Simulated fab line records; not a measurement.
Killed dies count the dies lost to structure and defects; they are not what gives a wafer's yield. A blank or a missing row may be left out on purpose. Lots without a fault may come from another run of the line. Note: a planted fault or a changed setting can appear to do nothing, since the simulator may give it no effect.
fab line records + flow rit-cmos
[record]
- lots = 15
- wafers = 43
- last-day = 7
route steps=202 shown PWELL@49 GATE@91 CONTACT@179 M1@201
lots that met no fault: from a run of the same line without faults
start-h: the number of hours between the record's first day and the start of the first shown wafer of the lot + wait-h: hours elapsed since this lot's preceding step + " as in the row above + L1.1+2: a single row standing in for several wafers + - either no value or no given start + * or withheld: withheld + < > ~ a bound
route shown NAME@n: a module of which the file shows steps, and the number in the route of the first + usual: average and standard deviation across the fault-free wafers + same: alike in all rows + chamber/n: place in a boat + sites: each site's reading + _std_site: standard deviation across them + _edge_site: the outer-site mean with the inner-site mean subtracted + radius-mm: how far each site lies from the wafer's centre + mask NAME#n: copy n + behind: the last tool/chamber to shape the wafer + hold: why the lot was held/for how many hours/how that ended + device: transistor that didn't switch, given as n, p or np + end of line: the route-end tests of the same wafers + a step given without rows: its recipe and nothing more + killed: the dies lost at the first sort to structure and to defects; this is not the yield of the wafer + map: a wafer's dies, x killed, . not, _ none there
set.NAME: the run value of the setting; set.NAME@STEP: its run value at that earlier step + model.NAME: the simulator's own value behind a step, which no gauge read
steps of the route over a sample of lots; a table a step, a row a wafer
services: the hour from which a tool's chamber was out of use, counted from the record's first day as start-h (under 0 if before that day), plus the number of hours and why
[[steps]]
[step RIT_PWELL_TW_MEAS_10]
[usual]
- PWELL_TW = 944/8.2
| lot.wafer | tool          | chamber | start-h | wait-h | PWELL_TW |
|-----------|---------------|---------|---------|--------|----------|
| L180.1    | film-metro-01 | -       | 33.47   | 0.1    | 949      |
| L180.2    | "             | -       | "       | "      | 948      |
| L180.3    | "             | -       | "       | "      | 949      |
| L181.2    | film-metro-01 | -       | 40.20   | 0.1    | 950      |
| L181.3    | "             | -       | "       | "      | 950      |
| L181.5    | "             | -       | "       | "      | 947      |
| L182.2    | film-metro-01 | -       | 43.39   | 0.1    | 946      |
| L182.3    | "             | -       | "       | "      | 943      |
| L182.6    | "             | -       | "       | "      | 949      |
| L183.3    | film-metro-02 | -       | 48.55   | 0.1    | 937      |
| L183.4    | "             | -       | "       | "      | 934      |
| L183.6    | "             | -       | "       | "      | 931      |
| L184.3    | film-metro-01 | -       | 60.23   | 0.1    | 950      |
| L184.4    | "             | -       | "       | "      | 951      |
| L184.6    | "             | -       | "       | "      | 948      |
| L185.2    | film-metro-01 | -       | 61.37   | 0.1    | 950      |
| L185.5    | "             | -       | "       | "      | 947      |
| L185.6    | "             | -       | "       | "      | 951      |
| L186.1    | film-metro-02 | -       | 64.91   | 0.1    | 936      |
| L186.4    | "             | -       | "       | "      | 936      |
| L186.6    | "             | -       | "       | "      | 936      |
| L187.4    | film-metro-02 | -       | 69.71   | 0.1    | 936      |
| L187.5    | "             | -       | "       | "      | 943      |
| L187.6    | "             | -       | "       | "      | 939      |
| L188.5    | film-metro-02 | -       | 73.00   | 0.0    | 935      |
| L189.1    | film-metro-04 | -       | 78.80   | 0.1    | 948      |
| L189.2    | "             | -       | "       | "      | 950      |
| L189.5    | "             | -       | "       | "      | 949      |
| L190.1    | film-metro-04 | -       | 84.58   | 0.1    | 955      |
| L190.2    | "             | -       | "       | "      | 956      |
| L190.6    | "             | -       | "       | "      | 953      |
| L192.3    | film-metro-01 | -       | 93.79   | 0.1    | 945      |
| L192.5    | "             | -       | "       | "      | 943      |
| L192.6    | "             | -       | "       | "      | 948      |
| L196.2    | film-metro-04 | -       | 114.99  | 0.1    | 952      |
| L196.3    | "             | -       | "       | "      | 957      |
| L196.5    | "             | -       | "       | "      | 953      |
| L197.1    | film-metro-02 | -       | 117.96  | 0.1    | 928      |
| L197.3    | "             | -       | "       | "      | 933      |
| L197.6    | "             | -       | "       | "      | 929      |
| L199.4    | film-metro-02 | -       | 128.24  | 0.1    | 936      |
| L199.5    | "             | -       | "       | "      | 938      |
| L199.6    | "             | -       | "       | "      | 937      |
[step RIT_GATE_DEVELOP_15]
[recipe]
- resist = NOVOLAK
- develop-time-s = 50
- dev-temp-c = 23
[usual]
- developer-temp-C = 22.97/0.12
| lot.wafer | tool           | chamber | start-h | wait-h | developer-temp-C |
|-----------|----------------|---------|---------|--------|------------------|
| L180.1    | litho-track-01 | 0       | 54      | -      | 23.02            |
| L180.2    | "              | 0       | "       | "      | 23.08            |
| L180.3    | "              | 0       | "       | "      | 23.08            |
| L181.2    | litho-track-01 | 0       | 54      | -      | 22.90            |
| L181.3    | "              | 0       | "       | "      | 22.82            |
| L181.5    | "              | 0       | "       | "      | 22.90            |
| L182.2    | litho-track-04 | 0       | 58      | -      | 22.91            |
| L182.3    | "              | 0       | "       | "      | 22.88            |
| L182.6    | "              | 0       | "       | "      | 22.87            |
| L183.3    | litho-track-02 | 0       | 62      | -      | 22.90            |
| L183.4    | "              | 0       | "       | "      | 22.87            |
| L183.6    | "              | 0       | "       | "      | 22.74            |
| L184.3    | litho-track-04 | 0       | 74      | -      | 22.75            |
| L184.4    | "              | 0       | "       | "      | 22.82            |
| L184.6    | "              | 0       | "       | "      | 22.82            |
| L185.2    | litho-track-01 | 0       | 76      | -      | 22.98            |
| L185.5    | "              | 0       | "       | "      | 23.00            |
| L185.6    | "              | 0       | "       | "      | 23.02            |
| L186.1    | litho-track-01 | 0       | 79      | -      | 22.93            |
| L186.4    | "              | 0       | "       | "      | 22.78            |
| L186.6    | "              | 0       | "       | "      | 23.02            |
| L187.4    | litho-track-01 | 0       | 87      | -      | 22.26            |
| L187.5    | "              | 0       | "       | "      | 22.31            |
| L187.6    | "              | 0       | "       | "      | 22.47            |
| L188.5    | litho-track-01 | 0       | 87      | -      | 22.44            |
| L189.1    | litho-track-04 | 0       | 94      | -      | 23.00            |
| L189.2    | "              | 0       | "       | "      | 23.05            |
| L189.5    | "              | 0       | "       | "      | 23.05            |
| L190.1    | litho-track-01 | 0       | 97      | -      | 22.19            |
| L190.2    | "              | 0       | "       | "      | 22.32            |
| L190.6    | "              | 0       | "       | "      | 22.15            |
| L192.3    | litho-track-02 | 0       | 107     | -      | 22.82            |
| L192.5    | "              | 0       | "       | "      | 22.96            |
| L192.6    | "              | 0       | "       | "      | 23.07            |
| L196.2    | litho-track-02 | 0       | 128     | -      | 23.14            |
| L196.3    | "              | 0       | "       | "      | 22.93            |
| L196.5    | "              | 0       | "       | "      | 23.01            |
| L197.1    | litho-track-02 | 0       | 131     | -      | 22.87            |
| L197.3    | "              | 0       | "       | "      | 22.85            |
| L197.6    | "              | 0       | 132     | -      | 22.80            |
| L199.4    | litho-track-02 | 0       | 142     | -      | 23.02            |
| L199.5    | "              | 0       | "       | "      | 22.98            |
| L199.6    | "              | 0       | "       | "      | 22.96            |
[step RIT_CONTACT_ETCH_11]
[recipe]
- target-depth-a = 4800
- over-etch-frac = 0.2
- stop-on = TiSi2
- chemistry = CHF3/CF4/Ar
- target = SiO2
- CHF3_flow_sccm = 50
- cf4-flow-sccm = 10
- Ar_flow_sccm = 100
- O2_flow_sccm = 5
- pressure-mtorr = 100
- rf-w = 202.7
- time-s = 320
[usual]
- drypump-motor-current-A = 5.7/0.4
- oes-product-au = 0.989/0.015
- throttle-valve-pct = 8.89/0.12
[same]
- over-etch-frac = 0.2
| lot.wafer | tool        | chamber | start-h | wait-h | drypump-motor-current-A | oes-product-au | rf-hours-counter-h | throttle-valve-pct |
|-----------|-------------|---------|---------|--------|-------------------------|----------------|--------------------|--------------------|
| L181.2    | rie-diel-04 | 3       | 72.24   | 0.1    | 6.1                     | 1.012          | 3                  | 8.87               |
| L181.3    | "           | 0       | "       | "      | 5.8                     | 0.994          | 0                  | 8.98               |
| L181.5    | "           | 1       | "       | "      | 5.6                     | 0.977          | -                  | 8.82               |
| L180.1    | rie-diel-01 | 3       | 72.61   | 0.1    | 5.7                     | 0.985          | 118                | 8.87               |
| L180.2    | "           | 0       | "       | "      | 5.5                     | 0.987          | 8                  | 9.12               |
| L180.3    | "           | 1       | "       | "      | 5.8                     | 0.961          | 122                | 8.67               |
| L182.2    | rie-diel-02 | 0       | 73.88   | 0.1    | 6.1                     | 0.966          | 164                | 8.98               |
| L182.3    | "           | 2       | "       | "      | 5.6                     | 0.986          | 105                | 8.84               |
| L182.6    | "           | 2       | "       | "      | 5.6                     | 0.992          | -                  | 8.85               |
| L183.3    | rie-diel-04 | 0       | 78.36   | 0.1    | 5.9                     | 0.991          | 0                  | 9.00               |
| L183.4    | "           | 1       | "       | "      | 5.6                     | 0.982          | -                  | 8.81               |
| L183.6    | "           | 3       | "       | "      | 6.1                     | 1.009          | -                  | 8.87               |
| L184.3    | rie-diel-01 | 2       | 90.33   | 0.1    | 6.4                     | 0.994          | 116                | 8.75               |
| L184.4    | "           | 0       | "       | "      | 5.5                     | 0.981          | 8                  | 9.11               |
| L184.6    | "           | 3       | "       | "      | 5.7                     | 0.977          | -                  | 8.85               |
| L185.2    | rie-diel-04 | 0       | 94.06   | 0.1    | 5.9                     | 0.996          | 0                  | 8.97               |
| L185.5    | "           | 1       | "       | "      | 5.7                     | 0.980          | -                  | 8.83               |
| L185.6    | "           | 0       | "       | "      | 5.9                     | 0.991          | -                  | 8.99               |
| L186.1    | rie-diel-01 | 1       | 96.21   | 0.1    | 5.8                     | 0.958          | 123                | 8.66               |
| L186.4    | "           | 2       | "       | "      | 6.4                     | 0.999          | 117                | 8.73               |
| L186.6    | "           | 1       | "       | "      | 5.8                     | 0.957          | -                  | 8.65               |
| L187.4    | rie-diel-02 | 3       | 101.90  | 0.1    | 5.0                     | 0.990          | 13                 | 9.10               |
| L187.5    | "           | 3       | "       | "      | 5.0                     | 1.001          | -                  | 9.11               |
| L187.6    | "           | 2       | "       | "      | 5.6                     | 0.993          | -                  | 8.84               |
| L188.5    | rie-diel-01 | 3       | 103.99  | 0.1    | 5.7                     | 0.995          | -                  | 8.85               |
| L189.1    | rie-diel-04 | 0       | 111.02  | 0.1    | 5.9                     | 0.988          | 1                  | 8.97               |
| L189.2    | "           | 3       | "       | "      | 6.1                     | 1.016          | 4                  | 8.86               |
| L189.5    | "           | 0       | "       | "      | 5.9                     | 0.996          | -                  | 8.98               |
| L190.1    | rie-diel-02 | 1       | 114.62  | 0.1    | 5.3                     | 0.961          | 95                 | 8.83               |
| L190.2    | "           | 2       | "       | "      | 5.6                     | 0.991          | 105                | 8.83               |
| L190.6    | "           | 1       | "       | "      | 5.3                     | 0.968          | -                  | 8.84               |
| L192.3    | rie-diel-04 | 3       | 122.57  | 0.1    | 6.1                     | 1.022          | 5                  | 8.86               |
| L192.5    | "           | 3       | "       | "      | 6.1                     | 1.005          | -                  | 8.87               |
| L192.6    | "           | 2       | "       | "      | 5.1                     | 0.987          | -                  | 8.78               |
| L196.2    | rie-diel-02 | 3       | 143.63  | 0.1    | 5.0                     | 0.998          | 14                 | 9.10               |
| L196.3    | "           | 2       | "       | "      | 5.6                     | 0.996          | 106                | 8.85               |
| L196.5    | "           | 0       | "       | "      | 6.1                     | 0.980          | -                  | 9.00               |
| L197.1    | rie-diel-04 | 3       | 147.66  | 0.1    | 6.1                     | 1.016          | 6                  | 8.87               |
| L197.3    | "           | 2       | "       | "      | 5.1                     | 0.984          | 136                | 8.78               |
| L197.6    | "           | 0       | "       | "      | 5.9                     | 0.994          | -                  | 9.00               |
| L199.4    | rie-diel-04 | 2       | 157.87  | 0.1    | 5.1                     | 0.990          | -                  | 8.77               |
| L199.5    | "           | 3       | "       | "      | 6.1                     | 1.007          | -                  | 8.88               |
| L199.6    | "           | 1       | "       | "      | 5.6                     | 0.988          | -                  | 8.81               |
[step RIT_M1_BOW_MEAS_16]
[recipe]
- mode = bow
[usual]
- M1_BOW = 18/7.1
| lot.wafer | tool          | chamber | start-h | wait-h | M1_BOW[um] |
|-----------|---------------|---------|---------|--------|------------|
| L181.2    | film-metro-03 | -       | 77.25   | 0.0    | 17         |
| L181.3    | "             | -       | "       | "      | 19         |
| L181.5    | "             | -       | "       | "      | 17         |
| L180.1    | film-metro-02 | -       | 78.73   | 0.0    | 15         |
| L180.2    | "             | -       | "       | "      | 22         |
| L180.3    | "             | -       | "       | "      | 21         |
| L182.2    | film-metro-04 | -       | 80.25   | 0.0    | 2          |
| L182.3    | "             | -       | "       | "      | 13         |
| L182.6    | "             | -       | "       | "      | 21         |
| L183.3    | film-metro-02 | -       | 84.65   | 0.1    | 20         |
| L183.4    | "             | -       | "       | "      | 21         |
| L183.6    | "             | -       | "       | "      | 24         |
| L184.3    | film-metro-04 | -       | 95.45   | 0.1    | 30         |
| L184.4    | "             | -       | "       | "      | 26         |
| L184.6    | "             | -       | "       | "      | 22         |
| L185.2    | film-metro-02 | -       | 99.95   | 0.0    | 6          |
| L185.5    | "             | -       | "       | "      | 22         |
| L185.6    | "             | -       | "       | "      | 12         |
| L186.1    | film-metro-03 | -       | 100.99  | 0.0    | 20         |
| L186.4    | "             | -       | "       | "      | 25         |
| L186.6    | "             | -       | "       | "      | 22         |
| L187.4    | film-metro-02 | -       | 106.86  | 0.1    | 15         |
| L187.5    | "             | -       | "       | "      | 8          |
| L187.6    | "             | -       | "       | "      | 16         |
| L188.5    | film-metro-02 | -       | 108.72  | 0.1    | 14         |
| L189.1    | film-metro-03 | -       | 116.01  | 0.0    | 15         |
| L189.2    | "             | -       | "       | "      | 18         |
| L189.5    | "             | -       | "       | "      | 13         |
| L190.1    | film-metro-04 | -       | 119.95  | 0.0    | 20         |
| L190.2    | "             | -       | "       | "      | 20         |
| L190.6    | "             | -       | "       | "      | 26         |
| L192.3    | film-metro-02 | -       | 127.39  | 0.1    | 9          |
| L192.5    | "             | -       | "       | "      | 10         |
| L192.6    | "             | -       | "       | "      | 11         |
| L196.2    | film-metro-03 | -       | 148.38  | 0.0    | 4          |
| L196.3    | "             | -       | "       | "      | 12         |
| L196.5    | "             | -       | "       | "      | 28         |
| L197.1    | film-metro-04 | -       | 153.25  | 0.0    | 13         |
| L197.3    | "             | -       | "       | "      | 32         |
| L197.6    | "             | -       | "       | "      | 21         |
| L199.4    | film-metro-03 | -       | 162.77  | 0.1    | 22         |
| L199.5    | "             | -       | "       | "      | 8          |
| L199.6    | "             | -       | "       | "      | 29         |
[step RIT_M1_PROBE_99]
[usual]
- killed_at_M0_to_M3 = 0.0/0.12
- killed-at-contacts = 0.1/0.29
- killed-at-front-end = 6/3
- killed-dies = 7/3.1
- killed-open = 3.2/1.9
- killed-short = 3.3/1.9
[same]
- gross-dies = 264
- killed_at_M4_up = 0
- killed-at-back-side = 0
- killed-at-other = 0
| lot.wafer | tool      | chamber | start-h | wait-h | killed_at_M0_to_M3 | killed-at-contacts | killed-at-front-end | killed-dies | killed-open | killed-short |
|-----------|-----------|---------|---------|--------|--------------------|--------------------|---------------------|-------------|-------------|--------------|
| L183.3    | prober-02 | -       | 84.83   | 0.2    | 0                  | 0                  | 6                   | 6           | 3           | 3            |
| L183.4    | prober-02 | -       | 84.88   | 0.2    | 0                  | 0                  | 4                   | 4           | 0           | 4            |
| L183.6    | prober-02 | -       | 84.98   | 0.2    | 0                  | 0                  | 7                   | 7           | 2           | 5            |
| L185.2    | prober-01 | -       | 100.10  | 0.1    | 0                  | 0                  | 10                  | 10          | 6           | 4            |
| L185.5    | prober-01 | -       | 100.25  | 0.2    | 0                  | 0                  | 4                   | 4           | 1           | 3            |
| L185.6    | prober-01 | -       | 100.30  | 0.2    | 0                  | 0                  | 11                  | 11          | 7           | 4            |
| L188.5    | prober-02 | -       | 108.96  | 0.2    | 0                  | 1                  | 4                   | 5           | 2           | 3            |
| L189.1    | prober-01 | -       | 116.13  | 0.1    | 0                  | 0                  | 6                   | 6           | 4           | 2            |
| L189.2    | prober-01 | -       | 116.18  | 0.1    | 0                  | 0                  | 8                   | 8           | 4           | 4            |
| L189.5    | prober-01 | -       | 116.33  | 0.2    | 0                  | 0                  | 12                  | 12          | 7           | 5            |
| L192.3    | prober-02 | -       | 127.57  | 0.2    | 0                  | 0                  | 3                   | 3           | 1           | 2            |
| L192.5    | prober-02 | -       | 127.67  | 0.2    | 0                  | 0                  | 5                   | 5           | 4           | 1            |
| L192.6    | prober-02 | -       | 127.72  | 0.2    | 0                  | 0                  | 2                   | 2           | 2           | 0            |
| L196.2    | prober-02 | -       | 148.53  | 0.1    | 1                  | 0                  | 10                  | 11          | 2           | 9            |
| L196.3    | prober-02 | -       | 148.58  | 0.2    | 0                  | 0                  | 3                   | 3           | 1           | 2            |
| L196.5    | prober-02 | -       | 148.68  | 0.2    | 0                  | 0                  | 5                   | 5           | 2           | 3            |
| L197.1    | prober-01 | -       | 153.37  | 0.1    | 0                  | 0                  | 11                  | 11          | 6           | 5            |
| L197.3    | prober-01 | -       | 153.47  | 0.2    | 0                  | 0                  | 4                   | 4           | 1           | 3            |
| L197.6    | prober-01 | -       | 153.62  | 0.2    | 0                  | 0                  | 10                  | 10          | 5           | 5            |
// killed by level:class
L183.3 GATE:geometric-particle:open=2 SPACER:geometric-particle:short=2 REOX:geometric-particle:short=1 SILICIDE:geometric-particle:open=1
L183.4 GATE:geometric-particle:short=1 REOX:geometric-particle:short=1 SPACER:geometric-particle:short=1 SILICIDE:geometric-particle:short=1
L183.6 GATE:geometric-particle:short=2 GATE:geometric-particle:open=1 REOX:geometric-particle:short=1 SPACER:geometric-particle:short=1 SPACER:geometric-particle:open=1 SILICIDE:geometric-particle:short=1
L185.2 GATE:geometric-particle:open=3 REOX:geometric-particle:short=2 FOX1:geometric-particle:open=1 FOX1:geometric-particle:short=1 REOX:geometric-particle:open=1 SILICIDE:geometric-particle:short=1 SILICIDE:geometric-particle:open=1
L185.5 GATE:geometric-particle:short=2 SILICIDE:geometric-particle:open=1 SILICIDE:geometric-particle:short=1
L185.6 GATE:geometric-particle:open=3 REOX:geometric-particle:open=2 SPACER:geometric-particle:short=2 REOX:geometric-particle:short=1 SPACER:geometric-particle:open=1 SILICIDE:geometric-particle:open=1 SILICIDE:geometric-particle:short=1
L188.5 FOX2:geometric-particle:short=1 GATE:geometric-particle:open=1 REOX:geometric-particle:short=1 SPACER:geometric-particle:short=1 CONTACT:geometric-particle:open=1
L189.1 FOX1:geometric-particle:short=2 REOX:geometric-particle:open=2 GATE:geometric-particle:open=1 SILICIDE:geometric-particle:open=1
L189.2 GATE:geometric-particle:short=2 REOX:geometric-particle:short=2 FOX1:geometric-particle:open=1 GATE:geometric-particle:open=1 SILICIDE:geometric-particle:open=1 REOX:geometric-particle:open=1
L189.5 REOX:geometric-particle:short=3 SPACER:geometric-particle:open=3 FOX1:geometric-particle:open=1 GATE:geometric-particle:open=1 GATE:geometric-particle:short=1 REOX:geometric-particle:open=1 SILICIDE:geometric-particle:short=1 SILICIDE:geometric-particle:open=1
L192.3 FOX1:geometric-particle:short=1 GATE:geometric-particle:open=1 SILICIDE:geometric-particle:short=1
L192.5 GATE:geometric-particle:open=3 FOX1:geometric-particle:open=1 SPACER:geometric-particle:short=1
L192.6 FOX1:geometric-particle:open=1 GATE:geometric-particle:open=1
L196.2 GATE:geometric-particle:short=4 SPACER:geometric-particle:short=2 REOX:geometric-particle:short=1 SPACER:geometric-particle:open=1 SILICIDE:geometric-particle:short=1 SILICIDE:geometric-particle:open=1 M1:geometric-particle:short=1
L196.3 GATE:geometric-particle:short=1 REOX:geometric-particle:open=1 SPACER:geometric-particle:short=1
L196.5 FOX2:geometric-particle:short=1 GATE:geometric-particle:short=1 REOX:geometric-particle:open=1 SPACER:geometric-particle:short=1 SILICIDE:geometric-particle:open=1
L197.1 GATE:geometric-particle:open=3 GATE:geometric-particle:short=3 REOX:geometric-particle:open=2 FOX1:geometric-particle:short=1 FOX2:geometric-particle:open=1 REOX:geometric-particle:short=1
L197.3 GATE:geometric-particle:short=2 FOX1:geometric-particle:short=1 GATE:geometric-particle:open=1
L197.6 GATE:geometric-particle:short=2 REOX:geometric-particle:open=2 FOX1:geometric-particle:short=1 FOX2:geometric-particle:open=1 GATE:geometric-particle:open=1 REOX:geometric-particle:short=1 SPACER:geometric-particle:short=1 SILICIDE:geometric-particle:open=1
[[services]]
| tool        | chamber | start-h | hours | kind           |
|-------------|---------|---------|-------|----------------|
| rie-diel-04 | 0       | 46.94   | -     | clean          |
| rie-diel-04 | 0       | 46.94   | 16.4  | scheduled-down |
| rie-diel-04 | 0       | 46.94   | 16.4  | vent-cycle     |
| rie-diel-02 | 2       | 54.87   | 9.7   | repair         |
| rie-diel-02 | 1       | 56.41   | 3.8   | repair         |
| rie-diel-04 | -       | 57.63   | 14.6  | pm             |
| rie-diel-04 | 2       | 74.62   | 21.4  | repair         |
| rie-diel-04 | 1       | 99.38   | -     | clean          |
| rie-diel-04 | 1       | 99.38   | 24.3  | scheduled-down |
| rie-diel-04 | 1       | 99.38   | 24.3  | vent-cycle     |
| rie-diel-04 | 2       | 100.12  | 16.7  | repair         |
| rie-diel-02 | 0       | 102.34  | 1.8   | repair         |
| rie-diel-02 | 0       | 104.12  | -     | clean          |
| rie-diel-02 | 0       | 104.12  | 21.6  | scheduled-down |
| rie-diel-02 | 0       | 104.12  | 21.6  | vent-cycle     |
| rie-diel-04 | 1       | 144.01  | 10.2  | repair         |
| rie-diel-02 | 1       | 147.97  | 7.0   | repair         |
| rie-diel-04 | 0       | 150.41  | 13.5  | repair         |
| rie-diel-02 | -       | 151.56  | 14.6  | pm             |
[[key]]
[first-sign]
- step = RIT_GATE_DEVELOP_15
- reading = developer-temp-C
- direction = down
- sigmas = 5.5
- usual = *
- struck = *
effect none on later readings
met-at RIT_GATE_DEVELOP_15
struck-lots L187,L188,L190
tester-left-out L187,L188,L190
[loop-trim]
- step = RIT_GATE_EXPOSE_13
- setting = dose
- lots = L190
not-acting-at RIT_PWELL_TW_MEAS_10,RIT_CONTACT_ETCH_11,RIT_M1_BOW_MEAS_16
onset-between 79 87
[fault]
- kind = process-parameter-drift
- tool = litho-track-01
- chamber = -
- onset-h = 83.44
- steps = RIT_GATE_DEVELOP_15
- channel = dev-temp-c
- offset = *
- shape = step
- end-h = 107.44
- acts-in = *
- stated = *
// tester-left-out: of these lots the tester's yield and bins aren't shown, on N5 and GAA mostly nor the transistor test; their killed dies are dies lost to structure and defects alone, not to doping, threshold or leakage, so they don't give the yield
// loop-trim: a control loop set the setting to another value than it would have without faults
